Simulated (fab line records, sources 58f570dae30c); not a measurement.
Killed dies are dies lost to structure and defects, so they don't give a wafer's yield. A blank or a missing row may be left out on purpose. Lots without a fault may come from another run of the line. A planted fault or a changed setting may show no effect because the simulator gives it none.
Split-lot experiment | flow berkeley_cmos170 | 5 lots, 23 wafers read, on a route of 331 steps

THE SPLIT
At UCB170_NLDD_COAT_01 (resist thk 900 nm), the setting resist_thk_nm was moved away from the recipe's 900 nm on 11 of the 23 wafers read, by -3.7% to +4.5%. The other wafers ran this setting at the recipe's value.

The reading is taken at the split's own step.

THE READING
KrF_of_NLDD_COAT_01.thk_nm (the simulator's own value, which no gauge read), in nm, at UCB170_NLDD_COAT_01 (resist thk 900 nm). The file gives no usual value for it. The 12 wafers here that ran the recipe average 897.8 nm, standard deviation 1.8 nm.

wafer  | tool, chamber at the split | resist_thk_nm as run, nm | against the recipe | KrF_of_NLDD_COAT_01.thk_nm, nm | against lot-mates on the recipe
L077.1 | litho_track-03, 0          | 900                      | recipe             | 896.1                          | -
L077.3 | litho_track-03, 0          | 940.2                    | +4.5%              | 936.7                          | +39.8
L077.4 | litho_track-03, 0          | 900                      | recipe             | 897.7                          | -
L077.5 | litho_track-03, 0          | 940.2                    | +4.5%              | 935.9                          | +39.0
L077.6 | litho_track-03, 0          | 940.2                    | +4.5%              | 939.6                          | +42.7
L078.1 | litho_track-03, 0          | 900                      | recipe             | 897.5                          | -
L078.3 | litho_track-03, 0          | 878.9                    | -2.3%              | 875.8                          | -21.8
L078.4 | litho_track-03, 0          | 878.9                    | -2.3%              | 877.4                          | -20.1
L078.5 | litho_track-03, 0          | 878.9                    | -2.3%              | 876.7                          | -20.8
L078.6 | litho_track-03, 0          | 900                      | recipe             | 897.6                          | -
L079.1 | litho_track-01, 0          | 883.3                    | -1.9%              | 880.8                          | -16.9
L079.2 | litho_track-01, 0          | 900                      | recipe             | 898.4                          | -
L079.3 | litho_track-01, 0          | 900                      | recipe             | 896.9                          | -
L079.4 | litho_track-01, 0          | 883.3                    | -1.9%              | 881.4                          | -16.2
L079.5 | litho_track-01, 0          | 883.3                    | -1.9%              | 880.5                          | -17.1
L081.1 | litho_track-03, 0          | 900                      | recipe             | 895                            | -
L081.3 | litho_track-03, 0          | 900                      | recipe             | 897.3                          | -
L081.6 | litho_track-03, 0          | 900                      | recipe             | 896                            | -
L083.1 | litho_track-04, 0          | 900                      | recipe             | 901.5                          | -
L083.3 | litho_track-04, 0          | 867.1                    | -3.7%              | 865.3                          | -34.9
L083.4 | litho_track-04, 0          | 867.1                    | -3.7%              | 866.2                          | -34.0
L083.5 | litho_track-04, 0          | 900                      | recipe             | 900.5                          | -
L083.6 | litho_track-04, 0          | 900                      | recipe             | 898.7                          | -

THE FIT
A straight line over all 23 wafers: KrF_of_NLDD_COAT_01.thk_nm changes by +8.88 nm for each +1% of resist_thk_nm; r = +1.00; the points scatter about the line by 1.5 nm.
The same after taking each lot's own level away (the mean of its wafers on the recipe; 23 wafers): +9.13 nm for each +1%; r = +1.00; scatter 1 nm.
On that fit, the largest move of resist_thk_nm shifts the reading by 41 nm.
The lots' own levels span 896.10 to 900.23 nm, that is 2.3 times the standard deviation above.
So the lot-to-lot level changes the slope little: the two slopes agree.
Check: with one of the wafers moved furthest among these (+4.5%) left out of the fit, the line predicts +41 nm for it against its lot-mates. It came out at +39.8 nm against them.

OTHER SPLITS ON THESE WAFERS
These wafers also went through other splits before the reading. Each is held against what the fit with the lots' levels taken away leaves over:
other split on the same wafers         | wafers away from the commonest value | r with KrF_of_NLDD_COAT_01.thk_nm (lot level and that fit taken away)
UCB170_SACOX_OXIDATION_01 temp_c       | 15                                   | +0.10
UCB170_SCREENOX_OXIDATION_01 ox_time_s | 18                                   | +0.12
UCB170_NVT_IMPLANT_07 dose_cm2         | 4                                    | +0.02
UCB170_PVT_IMPLANT_07 dose_cm2         | 4                                    | -0.06
UCB170_GATE_EXPOSE_09 dose_mj          | 8                                    | -0.04
UCB170_PLDD_COAT_01 resist_thk_nm      | 11                                   | +0.25
UCB170_PLDD_PEB_04 peb_temp_c          | 8                                    | +0.08

THE WHOLE CHAIN: every reading that the file lists as answering this split, in the file's order
step                 | what it does      | reading                                                                     | change (the file's fit)              | r (the file's)
UCB170_NLDD_COAT_01  | resist thk 900 nm | KrF_of_NLDD_COAT_01.thk_nm (the simulator's own value, which no gauge read) | +9.16 nm for each +1% of the setting | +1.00
UCB170_NLDD_STRIP_10 | strips in O2      | strip_time_to_endpoint_s                                                    | withheld for each +1% of the setting | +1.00

THE FILE'S OWN FIT
KrF_of_NLDD_COAT_01.thk_nm changes by +9.16 nm for each +1% of resist_thk_nm, r = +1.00.
